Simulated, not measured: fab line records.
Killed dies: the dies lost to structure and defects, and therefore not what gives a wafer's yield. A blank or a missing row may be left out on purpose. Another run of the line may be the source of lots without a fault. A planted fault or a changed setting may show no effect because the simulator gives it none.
A lot that was struck, set against a sound lot -- flow berkeleyCmos170 -- 21 out of 331 route steps
Sound: wafers L556.2, L556.4, L556.5. Wafers struck: L558.4, L558.5, L558.6. The cause comes at the end.
Per side, at each step with rows, come the tool, then ch with its chambers, and then its first start. Under that, the readings that differ: sound wafers -- struck wafers -- difference of the means -- sigmas: that difference in standard deviations of wafers without a fault.
alike: a reading whose means differ by less than 2 such deviations, as well as words and numbers matching on both sides. not compared: withheld readings; readings where some wafer has no value; bounds like >300 that might hide an equal value; numbers whose values overlap and for which the record gives no deviation.
A row with sigmas, a row that says differs or no value, or rows on one side alone: a step with any of these is where the two part. Numbers that have no deviation but don't overlap get no sigmas and don't part them. A reading missing from all wafers of one side parts the sides only when that side holds two or more wafers.

UCB170_V2_CD_MEAS_90 targets a cd of 700 nm.
  sound on cdSem-02, day 8 14:59; struck on cdSem-02, day 9 04:22
  alike: cdNm
then, 1 step without rows for these wafers: UCB170_M3_PRE_CLEAN_00 (preclean etch time 60 s).
UCB170_M3_SPUTTER_01: material Al, target thk 900 nm, time 120 s.
  sound on pvdSputter-03, day 8 15:09; struck on pvdSputter-01, day 9 04:29
  alike: throttleValvePct
UCB170_M3_RS_MEAS_02: a four-point-probe measurement.
  sound on filmMetro-01, day 8 15:15; struck on filmMetro-02, day 9 04:38
  alike: M3_AL_RS
UCB170_M3_THK_MEAS_03: measures by xrf.
  sound on filmMetro-01, day 8 15:22; struck on filmMetro-02, day 9 04:43
  alike: M3_AL_THK
then, 3 steps without rows for these wafers: UCB170_M3_HMDS_04 (prime time 60 s); UCB170_M3_COAT_05 (resist thk 900 nm); UCB170_M3_SOFTBAKE_06 (time 60 s).
UCB170_M3_STRIP_07: strips in O2.
  sound on plasmaAsher-04 ch 0,1, day 8 16:01; struck on plasmaAsher-04 ch 0,1, day 9 05:14
  alike: drypumpMotorCurrentA, oesProductAu, stripTimeToEndpointS
  not compared: rfHoursCounterH
then, 3 steps without rows for these wafers: UCB170_M3_STRIP_08 (strips KrF in DMSO, time 600 s); UCB170_M3_COAT_09; UCB170_M3_COAT_10 (resist thk 900 nm).
UCB170_M3_SOFTBAKE_11: time 60 s.
  sound on lithoTrack-03 ch 0, day 8 17:00; struck on lithoTrack-01 ch 0, day 9 06:00
reading,sound,struck,difference,sigmas
heaterPowerTotalW (W),56.81 56.82 56.73,55.89 55.88 55.93,-0.89,-17
plateTempC (C),130.21 129.95 130.03,128.32 128.42 128.41,-1.68,-14
then, 3 steps without rows for these wafers: UCB170_M3_EXPOSE_12 (exposes mask METAL3, target cd 700 nm); UCB170_M3_PEB_13; UCB170_M3_DEVELOP_14 (develop time 45 s).
UCB170_M3_CD_MEAS_15 targets a cd of 700 nm.
  sound on cdSem-02, day 8 17:35; struck on cdSem-02, day 9 07:33
  alike: cdNm
UCB170_M3_OVL_MEAS_16:
  sound on overlay-02, day 8 17:42; struck on overlay-01, day 9 07:38
  alike: M3_OVL
UCB170_M3_ETCH_17: etches BARC in N2/H2.
  sound on rieDiel-02 ch 0,2,3, day 8 17:44; struck on rieDiel-03 ch 1,2,3, day 9 07:39
reading,sound,struck,difference,sigmas
model.M3.cdNm (nm),700.5 699.7 699.9,702.8 701.8 703.4,+2.6,
  alike: drypumpMotorCurrentA, oesProductAu, throttleValvePct
UCB170_M3_METAL_ETCH_18: etches Al in Cl2/BCl3, stops on SiO2, target depth 1170 nm, time 195 s.
  sound on rieMetal-04 ch 0,1, day 8 17:46; struck on rieMetal-04 ch 0,1, day 9 07:45
  alike: drypumpMotorCurrentA, oesProductAu, throttleValvePct
  not compared: rfHoursCounterH
UCB170_M3_PROBE_99:
  record: rows for the struck wafers here (prober-01, day 9 08:22), none for the sound ones

WHERE THEY PART
At UCB170_M3_SOFTBAKE_11 first; at UCB170_M3_PROBE_99 last (within this record only).

WHY: what the simulator had put in
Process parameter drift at UCB170_M3_SOFTBAKE_11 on lithoTrack-01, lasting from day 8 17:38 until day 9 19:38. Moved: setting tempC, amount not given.
